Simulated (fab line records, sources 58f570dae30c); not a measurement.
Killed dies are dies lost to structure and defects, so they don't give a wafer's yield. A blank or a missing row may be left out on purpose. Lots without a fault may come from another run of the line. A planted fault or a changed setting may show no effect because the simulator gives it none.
fab line records | flow berkeley_cmos170 | part 1 of 2: steps 1 to 26 of 36
record lots=5 wafers=15 last_day=11
route steps=331 shown PLDD@155 NLDD@158 SPACER@171 PSD@175 NSD@187
lots that met no fault: from a run of the same line without faults
start_h: hours from the record's first day to the start of the lot's first wafer shown | wait_h: hours since the lot's step before | " the same as in the row above | L1.1+2: a row that stands for several wafers | - no value, or no start given | * or withheld: withheld | < > ~ a bound
route shown NAME@n: a module of which the file shows steps, and the number in the route of the first | usual: mean/standard deviation of fault-free wafers | same: alike in all rows | chamber/n: place in a boat | sites: the reading at each site | _std_site: their standard deviation | _edge_site: outer sites' mean less inner sites' | radius_mm: how far each site lies from the wafer's centre | mask NAME#n: copy n | behind: the tool/chamber that last shaped the wafer | hold: why the lot was held/for how many hours/how that ended | device: the transistor (n, p or np) that didn't switch | end of line: the same wafers' tests at the end of the route | a step without rows: its recipe alone | killed: dies lost to structure and defects at the first sort, not the wafer's yield | map: a wafer's dies, x killed, . not, _ none there
set.NAME: the setting as run; set.NAME@STEP: as run at that earlier step | model.NAME: the simulator's own value behind a step, which no gauge read
lots at some steps of the route; a table a step, a row a wafer
services: from which hour (start_h, from the record's first day; less than 0 if before it) a tool's chamber was out of use, for how many hours, and why
## steps
# step UCB170_PLDD_STRIP_10
# recipe chemistry=O2 power_w=400 pressure_mtorr=3500 platen_temp_c=withheld o2_flow_sccm=400 overash_fraction=0.5
# usual drypump_motor_current_A=6.1/0.46 oes_product_au=0.735/0.0049 strip_time_to_endpoint_s=21.62/0.061
# columns lot.wafer tool chamber start_h wait_h drypump_motor_current_A oes_product_au rf_hours_counter_h strip_time_to_endpoint_s
L081.1 plasma_asher-02 0 162.98 0.1 5.9 0.741 45 21.63
L081.2 " 1 " " 6.6 0.735 45 21.56
L081.5 " 0 " " 5.9 0.736 - 21.57
L090.2 plasma_asher-02 1 206.08 0.1 6.6 0.727 50 21.65
L090.5 " 0 " " 5.9 0.741 - 21.71
L090.6 " 1 " " 6.6 0.728 - 21.65
L091.1 plasma_asher-04 0 206.53 0.1 5.7 0.737 10 21.54
L091.4 " 0 " " 5.7 0.732 - 21.53
L091.6 " 1 " " 6.2 0.724 - 21.53
L093.1 plasma_asher-03 1 224.82 0.1 6.6 0.742 48 21.55
L093.3 " 1 " " 6.6 0.747 - 21.61
L093.5 " 1 " " 6.6 0.734 - 21.62
L094.2 plasma_asher-03 1 225.67 0.1 6.5 0.742 48 21.54
L094.3 " 1 " " 6.5 0.738 - 21.52
L094.4 " 0 " " 5.4 0.735 - 21.52
# step UCB170_PLDD_TW_MEAS_11
# usual PLDD_TW=1013/7.2
# columns lot.wafer tool chamber start_h wait_h PLDD_TW
L081.1 film_metro-02 - 163.08 0.1 1017
L081.2 " - " " 1017
L081.5 " - " " 1019
L090.2 film_metro-03 - 206.19 0.1 1002
L090.5 " - " " 1004
L090.6 " - " " 1003
L091.1 film_metro-02 - 206.63 0.1 1015
L091.4 " - " " 1016
L091.6 " - " " 1023
L093.1 film_metro-04 - 224.92 0.1 1021
L093.3 " - " " 1011
L093.5 " - " " 1022
L094.2 film_metro-03 - 225.78 0.1 1003
L094.3 " - " " 1006
L094.4 " - " " 1011
# step UCB170_PLDD_CLEAN_12
# recipe chemistry=SPM temp_c=120 time_s=600
# usual temp_c=119.98/0.13
# same time_s=600
# columns lot.wafer tool chamber start_h wait_h temp_c
L081.1 wet_bench-03 0 163.14 0.1 120.13
L081.2 " 0 " " 120.10
L081.5 " 0 " " 120.06
L090.2 wet_bench-01 2 206.24 0.0 119.96
L090.5 " 2 " " 120.08
L090.6 " 2 " " 119.83
L091.1 wet_bench-01 2 206.69 0.1 119.90
L091.4 " 2 " " 119.99
L091.6 " 2 " " 120.02
L093.1 wet_bench-01 3 224.98 0.1 120.17
L093.3 " 3 " " 120.03
L093.5 " 3 " " 120.05
L094.2 wet_bench-01 2 225.90 0.1 120.06
L094.3 " 2 " " 120.28
L094.4 " 2 " " 119.99
# step UCB170_NLDD_HMDS_00
# recipe prime_time_s=60 prime_temp_c=100
# usual resist_line_temp_C=22.96/0.1
# columns lot.wafer tool chamber start_h wait_h resist_line_temp_C
L081.1 litho_track-01 0 163.77 0.4 22.92
L081.2 " 0 " " 23.01
L081.5 " 0 " " 23.06
L090.2 litho_track-03 0 206.93 0.5 22.92
L090.5 " 0 " " 22.92
L090.6 " 0 " " 22.96
L091.1 litho_track-03 0 207.63 0.8 22.91
L091.4 " 0 " " 22.98
L091.6 " 0 " " 22.99
L093.1 litho_track-04 0 225.16 0.0 23.05
L093.3 " 0 " " 23.05
L093.5 " 0 " " 23.05
L094.2 litho_track-04 0 226.10 0.0 22.82
L094.3 " 0 " " 22.82
L094.4 " 0 " " 22.83
# step UCB170_NLDD_COAT_01
# recipe resist=KrF spin_rpm=1500 resist_thk_nm=900
# usual resist_line_temp_C=23.01/0.12
# columns lot.wafer tool chamber start_h wait_h resist_line_temp_C
L081.1 litho_track-01 0 163.92 0.1 23.11
L081.2 " 0 " " 23.27
L081.5 " 0 " " 23.13
L090.2 litho_track-03 0 207.08 0.1 23.18
L090.5 " 0 " " 23.07
L090.6 " 0 " " 23.16
L091.1 litho_track-03 0 207.78 0.1 22.99
L091.4 " 0 " " 23.13
L091.6 " 0 " " 23.12
L093.1 litho_track-04 0 225.31 0.1 22.87
L093.3 " 0 " " 22.73
L093.5 " 0 " " 22.80
L094.2 litho_track-04 0 226.25 0.1 23.07
L094.3 " 0 " " 23.11
L094.4 " 0 " " 23.05
# step UCB170_NLDD_SOFTBAKE_02
# recipe resist=KrF temp_c=130 time_s=60
# usual resist_line_temp_C=23.01/0.12
# same time_s=60
# columns lot.wafer tool chamber start_h wait_h resist_line_temp_C
L081.1 litho_track-01 0 164.07 0.1 22.96
L081.2 " 0 " " 22.87
L081.5 " 0 " " 22.90
L090.2 litho_track-03 0 207.23 0.1 22.91
L090.5 " 0 " " 22.90
L090.6 " 0 " " 22.90
L091.1 litho_track-03 0 207.93 0.1 23.17
L091.4 " 0 " " 23.16
L091.6 " 0 " " 23.17
L093.1 litho_track-04 0 225.46 0.1 22.89
L093.3 " 0 " " 22.91
L093.5 " 0 " " 23.02
L094.2 litho_track-04 0 226.40 0.1 22.96
L094.3 " 0 " " 23.09
L094.4 " 0 " " 23.04
# step UCB170_NLDD_EXPOSE_03
# recipe mask_id=NSELECT na=0.5 sigma_outer=0.6 source_shape=conventional target_cd_nm=1200 dose_mj=30
# columns lot.wafer tool chamber start_h wait_h mask
L081.1+2+5 krf_scanner-01 0 164.35 0.2 NSELECT#0
L090.2+5+6 krf_scanner-01 0 207.37 0.1 NSELECT#0
L091.1+4+6 krf_scanner-01 0 208.08 0.1 NSELECT#0
L093.1+3+5 krf_scanner-01 0 225.61 0.1 NSELECT#0
L094.2+3+4 krf_scanner-01 0 226.70 0.3 NSELECT#0
# step UCB170_NLDD_PEB_04
# recipe peb_temp_c=130 peb_time_s=withheld resist=KrF
# usual resist_line_temp_C=22.97/0.12
# columns lot.wafer tool chamber start_h wait_h resist_line_temp_C
L081.1 litho_track-01 0 164.67 0.3 23.08
L081.2 " 0 " " 23.06
L081.5 " 0 " " 23.08
L090.2 litho_track-01 0 208.18 0.8 22.94
L090.5 " 0 " " 22.83
L090.6 " 0 " " 22.97
L091.1 litho_track-04 0 208.79 0.7 22.94
L091.4 " 0 " " 22.89
L091.6 " 0 " " 22.85
L093.1 litho_track-04 0 225.72 0.1 23.06
L093.3 " 0 " " 22.98
L093.5 " 0 " " 23.23
L094.2 litho_track-03 0 227.13 0.4 22.84
L094.3 " 0 " " 22.89
L094.4 " 0 " " 22.82
# step UCB170_NLDD_DEVELOP_05
# recipe developer=TMAH develop_time_s=45 resist=KrF dev_temp_c=21
# usual resist_line_temp_C=22.98/0.096
# columns lot.wafer tool chamber start_h wait_h resist_line_temp_C
L081.1 litho_track-01 0 - - 23.03
L081.2 " 0 " " 22.81
L081.5 " 0 " " 22.90
L090.2 litho_track-01 0 - - 23.09
L090.5 " 0 " " 22.94
L090.6 " 0 " " 23.04
L091.1 litho_track-04 0 - - 23.02
L091.4 " 0 " " 22.99
L091.6 " 0 " " 22.98
L093.1 litho_track-04 0 - - 23.04
L093.3 " 0 " " 22.95
L093.5 " 0 " " 22.93
L094.2 litho_track-03 0 - - 23.06
L094.3 " 0 " " 22.83
L094.4 " 0 " " 23.08
# step UCB170_NLDD_CD_MEAS_06
# recipe target_cd_nm=1200
# usual cd_nm=1199.8/1.5
# columns lot.wafer tool chamber start_h wait_h cd_nm
L081.1 cd_sem-01 - 164.95 - 1196.7
L081.2 " - " " 1195.4
L081.5 " - " " 1199.2
L090.2 cd_sem-01 - 208.45 - 1200.3
L090.5 " - " " 1199.8
L090.6 " - " " 1201.5
L091.1 cd_sem-01 - 209.07 - 1199.1
L091.4 " - " " 1196.4
L091.6 " - " " 1198.7
L093.1 cd_sem-02 - 226.00 - 1202.9
L093.3 " - " " 1202.2
L093.5 " - " " 1202.0
L094.2 cd_sem-02 - 227.40 - 1200.7
L094.3 " - " " 1199.6
L094.4 " - " " 1200.6
# step UCB170_NLDD_OVL_MEAS_07
# usual NLDD_OVL=2/5.4
# columns lot.wafer tool chamber start_h wait_h NLDD_OVL[nm]
L081.1 overlay-02 - 165.07 0.1 2
L081.2 " - " " 7
L081.5 " - " " 3
L090.2 overlay-02 - 208.56 0.1 1
L090.5 " - " " 1
L090.6 " - " " 4
L091.1 overlay-01 - 209.19 0.1 2
L091.4 " - " " 5
L091.6 " - " " 5
L093.1 overlay-01 - 226.12 0.1 3
L093.3 " - " " 9
L093.5 " - " " 16
L094.2 overlay-01 - 227.51 0.1 -10
L094.3 " - " " -7
L094.4 " - " " -2
# step UCB170_NLDD_IMPLANT_08
# recipe species=As dose_cm2=5e+13 energy_kev=30 tilt_deg=7 rotation_deg=0
# usual faraday_current_uA=158.7/3
# same implant_ion_amu=75
# columns lot.wafer tool chamber start_h wait_h faraday_current_uA
L081.1 implanter-01 0 165.10 0.0 156.4
L081.2 " 0 " " 158.0
L081.5 " 0 " " 156.7
L090.2 implanter-01 0 208.61 0.0 163.8
L090.5 " 0 " " 158.6
L090.6 " 0 " " 158.7
L091.1 implanter-03 0 209.26 0.1 160.1
L091.4 " 0 " " 163.3
L091.6 " 0 " " 156.2
L093.1 implanter-01 0 226.15 0.0 164.4
L093.3 " 0 " " 159.5
L093.5 " 0 " " 163.7
L094.2 implanter-03 0 227.56 0.0 158.3
L094.3 " 0 " " 158.2
L094.4 " 0 " " 156.5
# step UCB170_NLDD_IMPLANT_09
# recipe species=As dose_cm2=5e+13 energy_kev=30 tilt_deg=7 rotation_deg=180
# usual faraday_current_uA=159/3.4
# same implant_ion_amu=75
# columns lot.wafer tool chamber start_h wait_h faraday_current_uA
L081.1 implanter-01 0 165.25 0.1 162
L081.2 " 0 " " 161
L081.5 " 0 " " 155
L090.2 implanter-01 0 208.76 0.1 160
L090.5 " 0 " " 162
L090.6 " 0 " " 157
L091.1 implanter-03 0 209.41 0.1 163
L091.4 " 0 " " 158
L091.6 " 0 " " 154
L093.1 implanter-01 0 226.30 0.1 158
L093.3 " 0 " " 155
L093.5 " 0 " " 163
L094.2 implanter-03 0 227.71 0.1 161
L094.3 " 0 " " 156
L094.4 " 0 " " 156
# step UCB170_NLDD_STRIP_10
# recipe chemistry=O2 power_w=400 pressure_mtorr=3500 platen_temp_c=withheld o2_flow_sccm=400 overash_fraction=0.5
# usual drypump_motor_current_A=6.1/0.4 oes_product_au=0.734/0.0045 strip_time_to_endpoint_s=21.61/0.049
# columns lot.wafer tool chamber start_h wait_h drypump_motor_current_A oes_product_au rf_hours_counter_h strip_time_to_endpoint_s
L081.1 plasma_asher-01 1 165.40 0.1 6.0 0.740 47 21.69
L081.2 " 0 " " 6.3 0.744 47 21.77
L081.5 " 1 " " 6.0 0.731 - 21.72
L090.2 plasma_asher-01 0 208.89 0.1 6.3 0.735 52 21.58
L090.5 " 0 " " 6.3 0.730 - 21.54
L090.6 " 1 " " 6.0 0.738 - 21.57
L091.1 plasma_asher-02 0 209.56 0.1 5.9 0.738 50 21.60
L091.4 " 0 " " 5.9 0.738 - 21.66
L091.6 " 0 " " 5.9 0.741 - 21.64
L093.1 plasma_asher-01 0 226.45 0.1 6.3 0.731 54 21.54
L093.3 " 1 " " 6.0 0.728 - 21.59
L093.5 " 1 " " 5.9 0.731 - 21.54
L094.2 plasma_asher-02 0 227.84 0.1 5.9 0.732 52 21.54
L094.3 " 1 " " 6.6 0.730 - 21.54
L094.4 " 0 " " 5.9 0.735 - 21.54
# step UCB170_NLDD_TW_MEAS_11
# usual NLDD_TW=2228/15
# columns lot.wafer tool chamber start_h wait_h NLDD_TW
L081.1 film_metro-02 - 165.50 0.1 2229
L081.2 " - " " 2233
L081.5 " - " " 2232
L090.2 film_metro-03 - 209.00 0.1 2205
L090.5 " - " " 2198
L090.6 " - " " 2199
L091.1 film_metro-03 - 209.66 0.1 2213
L091.4 " - " " 2196
L091.6 " - " " 2208
L093.1 film_metro-02 - 226.55 0.1 2225
L093.3 " - " " 2244
L093.5 " - " " 2241
L094.2 film_metro-04 - 227.95 0.1 2246
L094.3 " - " " 2233
L094.4 " - " " 2228
# step UCB170_NLDD_CLEAN_12
# recipe chemistry=SPM temp_c=120 time_s=600
# usual temp_c=119.98/0.13
# same time_s=600
# columns lot.wafer tool chamber start_h wait_h temp_c
L081.1 wet_bench-01 0 165.56 0.1 120.12
L081.2 " 0 " " 119.97
L081.5 " 0 " " 119.80
L090.2 wet_bench-01 2 209.05 0.0 119.98
L090.5 " 2 " " 119.87
L090.6 " 2 " " 120.15
L091.1 wet_bench-01 0 209.72 0.1 120.23
L091.4 " 0 " " 120.18
L091.6 " 0 " " 120.03
L093.1 wet_bench-01 3 226.61 0.1 119.86
L093.3 " 3 " " 119.89
L093.5 " 3 " " 119.92
L094.2 wet_bench-04 3 228.00 0.0 119.79
L094.3 " 3 " " 119.82
L094.4 " 3 " " 120.11
# step UCB170_SPACER_CVD_00
# recipe material=SiO2 target_thk_nm=376 temp_c=390 precursor=TEOS/O2 time_s=47 rf_w=550 pressure_mtorr=9000
# usual heater_power_w=267/47 pressure_mtorr=9001/16
# same time_s=47
# columns lot.wafer tool chamber start_h wait_h heater_power_w pressure_mtorr
L081.1 pecvd-02 1 165.74 0.0 219 8997
L081.2 " 2 " " 219 9013
L081.5 " 1 " " 239 9012
L090.2 pecvd-01 2 209.24 0.0 262 8995
L090.5 " 2 " " 284 8988
L090.6 " 0 " " 244 8992
L091.1 pecvd-03 0 209.91 0.0 252 9024
L091.4 " 2 " " 327 9004
L091.6 " 1 " " 197 9019
L093.1 pecvd-01 1 226.79 0.0 253 8987
L093.3 " 0 " " 214 8992
L093.5 " 2 " " 318 8990
L094.2 pecvd-01 0 228.17 0.0 289 8971
L094.3 " 2 " " 317 9017
L094.4 " 0 " " 293 8997
# step UCB170_SPACER_THK_MEAS_01
# recipe reads=SiO2_of_SPACER_CVD_00
# usual SPACER_TEOS_THK=377/5.1
# columns lot.wafer tool chamber start_h wait_h SPACER_TEOS_THK[nm]
L081.1 film_metro-04 - 165.78 0.0 375
L081.2 " - " " 374
L081.5 " - " " 381
L090.2 film_metro-04 - 209.29 0.0 370
L090.5 " - " " 380
L090.6 " - " " 383
L091.1 film_metro-04 - 209.96 0.0 367
L091.4 " - " " 375
L091.6 " - " " 378
L093.1 film_metro-04 - 226.83 0.0 369
L093.3 " - " " 372
L093.5 " - " " 376
L094.2 film_metro-04 - 228.22 0.0 377
L094.3 " - " " 370
L094.4 " - " " 381
# step UCB170_SPACER_ANNEAL_02
# recipe temp_c=900 time_s=1800 ambient=N2
# same time_s=1800
# columns lot.wafer tool chamber start_h wait_h
L081.1+2+5 furnace-01 0 169.95 4.2
L090.2+5+6 furnace-03 0 214.12 4.8
L091.1+4+6 furnace-03 0 214.12 4.2
L093.1+3+5 furnace-01 0 228.57 1.7
L094.2+3+4 furnace-01 0 228.57 0.3
# step UCB170_SPACER_ETCHBACK_03
# recipe stop_on=Si target=SiO2 chemistry=CHF3/CF4/Ar CHF3_flow_sccm=50 cf4_flow_sccm=10 Ar_flow_sccm=120 pressure_mtorr=200 rf_w=500 target_depth_a=3760 time_s=100
# usual drypump_motor_current_A=5.5/0.54 oes_product_au=0.905/0.017 throttle_valve_pct=6.46/0.091
# same time_s=100
# columns lot.wafer tool chamber start_h wait_h drypump_motor_current_A oes_product_au rf_hours_counter_h throttle_valve_pct
L081.1 rie_diel-02 1 171.45 0.0 6.4 0.892 43 6.55
L081.2 " 3 " " 4.9 0.896 20 6.39
L081.5 " 2 " " 5.5 0.938 - 6.44
L090.2 rie_diel-03 1 215.62 0.0 5.7 0.896 21 6.38
L090.5 " 3 " " 5.2 0.941 - 6.67
L090.6 " 1 " " 5.8 0.910 - 6.37
L091.1 rie_diel-01 2 215.62 0.0 6.5 0.884 30 6.39
L091.4 " 3 " " 6.1 0.903 121 6.43
L091.6 " 3 " " 6.0 0.919 - 6.40
L093.1 rie_diel-03 3 230.07 0.0 5.2 0.915 22 6.68
L093.3 " 2 " " 4.8 0.888 54 6.41
L093.5 " 3 " " 5.2 0.930 - 6.69
L094.2 rie_diel-03 2 230.14 0.1 4.8 0.890 54 6.41
L094.3 " 1 " " 5.7 0.892 22 6.34
L094.4 " 3 " " 5.2 0.931 - 6.67
# step UCB170_PSD_HMDS_00
# recipe prime_time_s=60 prime_temp_c=100
# usual resist_line_temp_C=23.02/0.1
# columns lot.wafer tool chamber start_h wait_h resist_line_temp_C
L081.1 litho_track-02 0 171.52 0.0 23.04
L081.2 " 0 " " 23.10
L081.5 " 0 " " 23.03
L091.1 litho_track-01 0 215.69 0.0 22.97
L091.4 " 0 " " 23.18
L091.6 " 0 " " 22.98
L090.2 litho_track-04 0 215.72 0.1 23.06
L090.5 " 0 " " 22.94
L090.6 " 0 " " 23.02
L093.1 litho_track-01 0 230.38 0.3 23.04
L093.3 " 0 " " 23.03
L093.5 " 0 " " 23.15
L094.2 litho_track-02 0 230.62 0.5 22.88
L094.3 " 0 " " 23.04
L094.4 " 0 " " 22.90
# step UCB170_PSD_COAT_01
# recipe resist=KrF spin_rpm=1500 resist_thk_nm=900
# usual resist_line_temp_C=22.98/0.12
# columns lot.wafer tool chamber start_h wait_h resist_line_temp_C
L081.1 litho_track-02 0 171.67 0.1 23.06
L081.2 " 0 " " 22.87
L081.5 " 0 " " 22.92
L091.1 litho_track-01 0 215.84 0.1 23.02
L091.4 " 0 " " 23.16
L091.6 " 0 " " 22.95
L090.2 litho_track-04 0 215.87 0.1 22.94
L090.5 " 0 " " 22.99
L090.6 " 0 " " 22.98
L093.1 litho_track-01 0 230.53 0.1 23.11
L093.3 " 0 " " 22.84
L093.5 " 0 " " 23.06
L094.2 litho_track-02 0 230.77 0.1 22.76
L094.3 " 0 " " 22.98
L094.4 " 0 " " 22.83
# step UCB170_PSD_SOFTBAKE_02
# recipe resist=KrF temp_c=130 time_s=60
# usual resist_line_temp_C=23.01/0.094
# same time_s=60
# columns lot.wafer tool chamber start_h wait_h resist_line_temp_C
L081.1 litho_track-02 0 171.82 0.1 22.92
L081.2 " 0 " " 22.97
L081.5 " 0 " " 22.99
L091.1 litho_track-01 0 215.99 0.1 22.85
L091.4 " 0 " " 22.86
L091.6 " 0 " " 23.06
L090.2 litho_track-04 0 216.02 0.1 22.91
L090.5 " 0 " " 22.85
L090.6 " 0 " " 23.09
L093.1 litho_track-01 0 230.68 0.1 23.20
L093.3 " 0 " " 23.08
L093.5 " 0 " " 22.94
L094.2 litho_track-02 0 230.92 0.1 22.99
L094.3 " 0 " " 22.97
L094.4 " 0 " " 23.03
# step UCB170_PSD_EXPOSE_03
# recipe mask_id=PSELECT_MOD na=0.5 sigma_outer=0.6 source_shape=conventional target_cd_nm=1200 dose_mj=30
# columns lot.wafer tool chamber start_h wait_h mask
L081.1+2+5 krf_scanner-02 0 172.21 0.4 PSELECT_MOD#0
L090.2+5+6 krf_scanner-01 0 216.29 0.2 PSELECT_MOD#0
L091.1+4+6 krf_scanner-02 0 216.51 0.5 PSELECT_MOD#0
L093.1+3+5 krf_scanner-02 0 231.08 0.4 PSELECT_MOD#0
L094.2+3+4 krf_scanner-01 0 231.34 0.4 PSELECT_MOD#0
# step UCB170_PSD_PEB_04
# recipe peb_temp_c=130 peb_time_s=withheld resist=KrF
# usual resist_line_temp_C=23.00/0.11
# columns lot.wafer tool chamber start_h wait_h resist_line_temp_C
L081.1 litho_track-02 0 172.42 0.2 22.88
L081.2 " 0 " " 23.03
L081.5 " 0 " " 22.97
L090.2 litho_track-01 0 216.41 0.1 23.06
L090.5 " 0 " " 23.07
L090.6 " 0 " " 22.87
L091.1 litho_track-04 0 216.63 0.1 22.94
L091.4 " 0 " " 22.86
L091.6 " 0 " " 22.99
L093.1 litho_track-04 0 231.44 0.3 22.84
L093.3 " 0 " " 22.82
L093.5 " 0 " " 22.79
L094.2 litho_track-04 0 231.74 0.4 22.93
L094.3 " 0 " " 23.16
L094.4 " 0 " " 23.03
# step UCB170_PSD_DEVELOP_05
# recipe developer=TMAH develop_time_s=45 resist=KrF dev_temp_c=21
# usual resist_line_temp_C=23.02/0.11
# columns lot.wafer tool chamber start_h wait_h resist_line_temp_C
L081.1 litho_track-02 0 - - 23.08
L081.2 " 0 " " 22.88
L081.5 " 0 " " 22.87
L090.2 litho_track-01 0 - - 23.03
L090.5 " 0 " " 23.14
L090.6 " 0 " " 23.07
L091.1 litho_track-04 0 - - 23.03
L091.4 " 0 " " 23.01
L091.6 " 0 " " 22.99
L093.1 litho_track-04 0 - - 22.89
L093.3 " 0 " " 22.96
L093.5 " 0 " " 22.98
L094.2 litho_track-04 0 - - 22.96
L094.3 " 0 " " 23.13
L094.4 " 0 " " 23.06
